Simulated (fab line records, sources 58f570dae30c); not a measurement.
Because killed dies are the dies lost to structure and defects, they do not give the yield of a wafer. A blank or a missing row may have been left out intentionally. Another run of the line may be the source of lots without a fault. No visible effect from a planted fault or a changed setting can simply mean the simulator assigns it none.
One fault seen from 2 desks :: flow berkeley-cmos170 :: each desk has only its own numbers; what lay behind them comes last

DESK OF THE TOOL OWNER: litho-track-01
The tool's own readings at UCB170_PWELL_DEVELOP_12 (develop time 45 s): means of the sampled wafers that have a number, for each lot that ran on this tool. Marked OUT: a lot whose mean sits more than 4 standard deviations from the usual mean, which makes it out of limits; the brackets give that distance.
Columns: A = chill-plate-temp-C at UCB170_PWELL_DEVELOP_12, usual 23.00 C
lot: L880
first seen here: day 7 16:00
A: 23.07

lot: L881
first seen here: day 7 21:00
A: 23.07
This desk's finding: nothing out of limits on any of the 2 lots.

METROLOGY DESK
Lot by lot, what the gauges showed, no matter which tool ran the lot: averages of those sampled wafers that carry a number. Marked OUT: a lot whose mean sits more than 4 standard deviations from the usual mean, which makes it out of limits; the brackets give that distance.
Columns: A = PWELL_OXIDE_THK at UCB170_PWELL_THK_MEAS_03, usual 26.4 nm; B = PWELL_NITRIDE_THK at UCB170_PWELL_THK_MEAS_06, usual 219.9 nm; C = PWELL_OVL at UCB170_PWELL_OVL_MEAS_13, usual 4 nm
lot: L860
first seen here: day 2 15:01
A: 27.0
B: 220.8
C: 5

lot: L863
first seen here: day 3 09:02
A: 26.5
B: 223.6
C: -

lot: L866
first seen here: day 3 16:56
A: 26.6
B: 222.8
C: -

lot: L878
first seen here: day 6 13:52
A: 26.2
B: 221.1
C: 13

lot: L880
first seen here: day 7 10:10
A: 26.6
B: 221.0
C: 2

lot: L881
first seen here: day 7 13:48
A: 26.6
B: 215.7
C: -2
This desk's finding: nothing out of limits on any of the 6 lots.

TAKEN TOGETHER
The tool owner's desk saw nothing out of limits.
At the metrology desk, nothing out of limits was observed.

WHAT THE SIMULATOR HAD PUT IN
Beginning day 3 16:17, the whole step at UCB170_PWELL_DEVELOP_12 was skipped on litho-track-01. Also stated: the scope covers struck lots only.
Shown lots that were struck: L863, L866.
